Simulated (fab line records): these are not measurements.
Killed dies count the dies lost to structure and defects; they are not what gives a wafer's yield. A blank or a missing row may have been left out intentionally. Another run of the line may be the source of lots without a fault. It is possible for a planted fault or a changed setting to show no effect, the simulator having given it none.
Which of the tools did it? + flow berkeley cmos170 + Sampling: 15 lots, 45 wafers, 2 of 331 route steps

== WHAT THE GAUGES SHOWED, per wafer ==
UCB170_SILICIDE_THK_MEAS_03: measures by xrf.
| lot  | measured     | on            | SILICIDE_TI_THK (nm) |
|------|--------------|---------------|----------------------|
| L802 | day 7 01:35  | film metro-03 | 31.1 30.3 29.8       |
| L801 | day 7 01:53  | film metro-04 | 30.9 29.9 30.1       |
| L803 | day 7 10:53  | film metro-03 | 30.4 30.0 29.2       |
| L806 | day 7 22:14  | film metro-03 | 30.2 30.7 30.7       |
| L807 | day 8 06:50  | film metro-02 | 30.1 30.2 30.4       |
| L808 | day 8 07:06  | film metro-03 | 30.2 29.5 29.0       |
| L810 | day 8 13:37  | film metro-04 | 30.2 30.6 29.8       |
| L815 | day 9 13:43  | film metro-02 | 30.5 30.3 29.9       |
| L816 | day 9 16:49  | film metro-04 | 30.6 30.3 30.8       |
| L817 | day 10 12:49 | film metro-02 | 30.6 29.7 30.1       |
| L818 | day 10 12:58 | film metro-03 | 30.7 30.8 30.9       |
| L821 | day 10 13:47 | film metro-03 | 30.6 30.6 30.2       |
| L823 | day 11 07:45 | film metro-03 | 30.1 29.8 29.2       |
| L822 | day 11 07:46 | film metro-02 | 30.5 29.8 30.4       |
| L824 | day 11 11:01 | film metro-03 | 30.7 30.4 30.6       |

== WHICH TOOL RAN EACH LOT (tool, then ch and the chambers of the sampled wafers, then the start) ==
| lot  | UCB170_NSD_STRIP_09                  |
|------|--------------------------------------|
| L802 | plasma asher-02 ch 0,1, day 6 22:58  |
| L801 | plasma asher-04 ch 0,1, day 6 23:13  |
| L803 | plasma asher-02 ch 0,1, day 7 08:59  |
| L806 | plasma asher-03 ch 0,1, day 7 20:22  |
| L807 | plasma asher-04 ch 0,1, day 8 04:58  |
| L808 | plasma asher-03 ch 0,1, day 8 05:12  |
| L810 | plasma asher-02 ch 0,1, day 8 11:36  |
| L815 | plasma asher-03 ch 0,1, day 9 10:14  |
| L816 | plasma asher-02 ch 0,1, day 9 14:56  |
| L817 | plasma asher-03 ch 0,1, day 10 10:35 |
| L818 | plasma asher-02 ch 0,1, day 10 10:47 |
| L821 | plasma asher-02 ch 0,1, day 10 11:20 |
| L823 | plasma asher-03 ch 0,1, day 11 04:37 |
| L822 | plasma asher-02 ch 0,1, day 11 04:47 |
| L824 | plasma asher-03 ch 0,1, day 11 08:52 |
- UCB170_NSD_STRIP_09: strips in O2.

== AS READ BY THE TOOLS THEMSELVES (means over the sampled wafers that have a number; for cases with no such wafer, the mark the record gives instead) ==
UCB170_NSD_STRIP_09.
| lot  | tool            | drypump motor current A (A) | oes product au (a.u.) | strip time to endpoint s (s) |
|------|-----------------|-----------------------------|-----------------------|------------------------------|
| L802 | plasma asher-02 | 6.07                        | 0.539                 | 35.56                        |
| L801 | plasma asher-04 | 6.11                        | 0.534                 | 35.53                        |
| L803 | plasma asher-02 | 6.08                        | 0.539                 | 35.70                        |
| L806 | plasma asher-03 | 5.77                        | 0.535                 | 35.43                        |
| L807 | plasma asher-04 | 6.11                        | 0.539                 | 35.62                        |
| L808 | plasma asher-03 | 5.78                        | 0.536                 | 35.51                        |
| L810 | plasma asher-02 | 6.08                        | 0.536                 | 35.71                        |
| L815 | plasma asher-03 | 5.91                        | 0.537                 | 35.56                        |
| L816 | plasma asher-02 | 5.94                        | 0.537                 | 35.68                        |
| L817 | plasma asher-03 | 5.93                        | 0.534                 | 35.57                        |
| L818 | plasma asher-02 | 5.92                        | 0.529                 | 35.63                        |
| L821 | plasma asher-02 | 6.05                        | 0.538                 | 35.59                        |
| L823 | plasma asher-03 | 5.92                        | 0.537                 | 35.51                        |
| L822 | plasma asher-02 | 5.93                        | 0.535                 | 35.60                        |
| L824 | plasma asher-03 | 5.91                        | 0.544                 | 35.62                        |

== THE ANSWER, worked out from the rows above alone ==
Rule: the usual values come from the lots themselves. Put in order of their means at a reading, lots are off if they are a third of the lots or fewer, leave a main group of 4 or more, and stand apart from it by a gap of 3 or more times the standard deviation of the main group's means; of several such gaps the widest counts. The tables above print the reading to a certain number of digits; a main group whose means all agree to those digits is not used. Also off: a lot with no number at a reading for which 4 or more lots have one. All remaining lots with rows at the step are treated as sound. After the gauges, taken in route order, come the tools' own readings; for these a lot's mean is taken, as printed above. At the first step where some lot is off, the reading lying furthest off is the one used; lots without a number count as furthest.
None of the lots is off at any reading shown; this tells nothing.

== WHAT THE SIMULATOR PUT IN ==
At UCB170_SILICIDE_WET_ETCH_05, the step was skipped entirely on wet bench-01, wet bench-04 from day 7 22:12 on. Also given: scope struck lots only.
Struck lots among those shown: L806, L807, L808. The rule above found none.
